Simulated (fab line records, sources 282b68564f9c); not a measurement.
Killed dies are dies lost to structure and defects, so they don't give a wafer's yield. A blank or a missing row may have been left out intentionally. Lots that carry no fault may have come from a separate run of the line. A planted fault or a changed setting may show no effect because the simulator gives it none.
Shared-tool check -- flow rit cmos -- Lots sampled 15, wafers sampled 45

WHY IT WAS OPENED
Of 15 lots, 3 have the reading GATE_OVL flagged at RIT_GATE_OVL_MEAS_17. Fault-free wafers read -0.3 nm, with a standard deviation of 1.5.
Rule: a lot gets a flag if all its wafers with a number sit over 4 standard deviations from that mean, or if no wafer of it has a number. As for the other lots, they are considered sound.

lot,measured,on,"GATE_OVL (nm), wafer by wafer",flag
L436,day 2 21:57,overlay-02,-1.7 -0.7 -1.0,
L438,day 3 10:04,overlay-02,2.1 1.3 2.8,
L442,day 4 02:50,overlay-01,-0.5 -0.1 -0.8,
L443,day 4 10:42,overlay-02,-0.2 0.5 0.3,
L444,day 4 15:01,overlay-02,-0.4 0.3 -0.2,
L445,day 4 16:38,overlay-01,-2.3 -2.8 -2.6,
L446,day 4 23:29,overlay-02,-0.7 -0.5 -0.5,
L447,day 5 05:21,overlay-02,-0.3 0.0 -0.2,
L448,day 5 05:41,overlay-02,0.3 1.5 0.2,
L449,day 5 09:01,overlay-01,-1.3 -1.4 -0.8,
L450,day 5 17:38,overlay-01,-0.1 0.0 1.4,
L452,day 6 04:26,overlay-01,-0.4 -1.6 -2.0,
L453,day 6 06:08,overlay-02,-149.5 -149.7 -150.0,FLAGGED
L454,day 6 10:10,overlay-01,-150.8 -150.0 -150.2,FLAGGED
L456,day 6 19:15,overlay-02,-147.5 -146.4 -147.3,FLAGGED
Averaged over the flagged lots the numbers come to -149.0 nm, -148.7 nm from the usual (-99 or more standard deviations).

LOT BY LOT: THE TOOL USED
The record holds 1 process step before the reading, out of a route of 202 steps. Cell contents, in order: the tool; ch with the chambers the sampled wafers went through; the start.
lot,flag,RIT_GATE_EXPOSE_13
L436,,"iline stepper-02 ch 0, day 2 21:19"
L438,,"iline stepper-01 ch 0, day 3 09:28"
L442,,"iline stepper-01 ch 0, day 4 02:16"
L443,,"iline stepper-01 ch 0, day 4 10:11"
L444,,"iline stepper-02 ch 0, day 4 14:30"
L445,,"iline stepper-01 ch 0, day 4 16:07"
L446,,"iline stepper-01 ch 0, day 4 22:59"
L447,,"iline stepper-01 ch 0, day 5 04:50"
L448,,"iline stepper-02 ch 0, day 5 05:07"
L449,,"iline stepper-02 ch 0, day 5 08:31"
L450,,"iline stepper-01 ch 0, day 5 17:07"
L452,,"iline stepper-02 ch 0, day 6 03:52"
L453,FLAGGED,"iline stepper-01 ch 0, day 6 05:35"
L454,FLAGGED,"iline stepper-01 ch 0, day 6 09:40"
L456,FLAGGED,"iline stepper-01 ch 0, day 6 18:44"
These steps, and what they do:
- RIT_GATE_EXPOSE_13: exposes mask M6, target cd 150 nm.
- RIT_GATE_OVL_MEAS_17

FLAGGED AGAINST TOTAL, ONE TOOL AT A TIME (gauges that did the reading follow at the end)
step,tool,lots run,flagged,share of the flagged lots,sound lots run after its first flagged lot
RIT_GATE_EXPOSE_13,iline stepper-01,10,3,all,0
RIT_GATE_EXPOSE_13,iline stepper-02,5,0,none,-
RIT_GATE_OVL_MEAS_17,overlay-01,6,1,some,0
RIT_GATE_OVL_MEAS_17,overlay-02,9,2,some,0

THE TABLE: WHAT IT ALLOWS
All flagged lots share 1 row of the table, namely iline stepper-01 at RIT_GATE_EXPOSE_13.
- iline stepper-01 at RIT_GATE_EXPOSE_13 ran 10 lots, 3 of them flagged. It ran its last sound lot, L450, at day 5 17:07 and its first flagged lot, L453, at day 6 05:35: a fault with its onset between the two fits.
Left over: one tool, iline stepper-01 at RIT_GATE_EXPOSE_13.

WHAT THE SIMULATOR HAD PUT IN
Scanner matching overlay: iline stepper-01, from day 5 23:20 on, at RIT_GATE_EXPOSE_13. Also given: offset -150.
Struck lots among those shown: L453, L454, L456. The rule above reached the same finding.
